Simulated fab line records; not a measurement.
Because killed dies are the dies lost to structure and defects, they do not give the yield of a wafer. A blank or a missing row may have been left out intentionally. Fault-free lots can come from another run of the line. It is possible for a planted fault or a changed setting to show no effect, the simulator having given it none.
A struck lot beside a sound one ; flow rit_cmos ; 15 out of 202 route steps
Sound: wafers L764.1, L764.3, L764.6. Wafers L773.2, L773.3, L773.5 were the ones struck. The cause comes at the end.
Order at every step that has rows: each side's tool, ch and its chambers, its first start. Under that, the readings that differ: sound wafers ; struck wafers ; difference of the means ; sigmas: that difference in standard deviations of wafers without a fault.
alike: readings whose means differ by less than 2 such deviations, and words and numbers that are the same on both sides. not compared: withheld readings, readings that some wafer has no value for, bounds like >300 that may hide the same value, and numbers for which the record gives no deviation and whose values overlap.
The two part at a step that has a row with sigmas, a row that says differs or no value, or rows on one side only. Numbers that don't overlap but have no deviation are shown without sigmas and don't part them. A reading that every wafer of one side lacks parts them only if that side has two wafers or more.

RIT_NSD_TW_MEAS_10:
  sound on film_metro-03, day 3 12:57; struck on film_metro-03, day 5 08:20
  alike: NSD_TW
then, 6 steps without rows for these wafers: RIT_PSD_HMDS_00 (prime time 60 s); RIT_PSD_COAT_01 (resist thk 1000 nm); RIT_PSD_SOFTBAKE_02 (time 60 s); RIT_PSD_EXPOSE_03 (exposes mask M10, target cd 40900 nm); RIT_PSD_PEB_04; RIT_PSD_DEVELOP_05 (develop time 50 s).
RIT_PSD_OVL_MEAS_06:
  sound on overlay-02, day 3 13:52; struck on overlay-01, day 5 09:14
reading;sound;struck;difference;sigmas
PSD_OVL (nm);1.4 0.6 2.5;-0.7 -2.2 -2.4;-3.3;-2
then, 2 steps without rows for these wafers: RIT_PSD_HARDBAKE_07 (time 60 s); RIT_PSD_IMPLANT_08.
RIT_PSD_STRIP_09: strips in O2, time 180 s.
  sound on plasma_asher-04 ch 0, day 3 14:12; struck on plasma_asher-03 ch 0,1, day 5 09:34
  alike: drypump_motor_current_A
  not compared: rf_hours_counter_h
RIT_PSD_TW_MEAS_10:
  sound on film_metro-04, day 3 14:22; struck on film_metro-03, day 5 09:45
  alike: PSD_TW
RIT_SDANNEAL_CLEAN_00: cleans in SC1, time 600 s.
  sound on wet_bench-01 ch 0, day 3 14:26; struck on wet_bench-01 ch 0, day 5 09:48
reading;sound;struck;difference;sigmas
temp_c (C);74.99 75.04 75.04;74.38 74.34 74.30;-0.68;-5
then, 1 step without rows for these wafers: RIT_SDANNEAL_CLEAN_01 (cleans in dHF, time 30 s).
RIT_M1_PROBE_99:
  sound on prober-02, day 3 23:14; struck on prober-01, day 5 18:46
  alike: killed_at_contacts, killed_at_front_end, killed_dies, killed_open, killed_short

## WHERE THEY PART
Earliest at RIT_PSD_OVL_MEAS_06; latest, in this record, at RIT_SDANNEAL_CLEAN_00. Later steps at which nothing parts them and some readings are alike: RIT_M1_PROBE_99.

WHY: the cause the simulator had injected
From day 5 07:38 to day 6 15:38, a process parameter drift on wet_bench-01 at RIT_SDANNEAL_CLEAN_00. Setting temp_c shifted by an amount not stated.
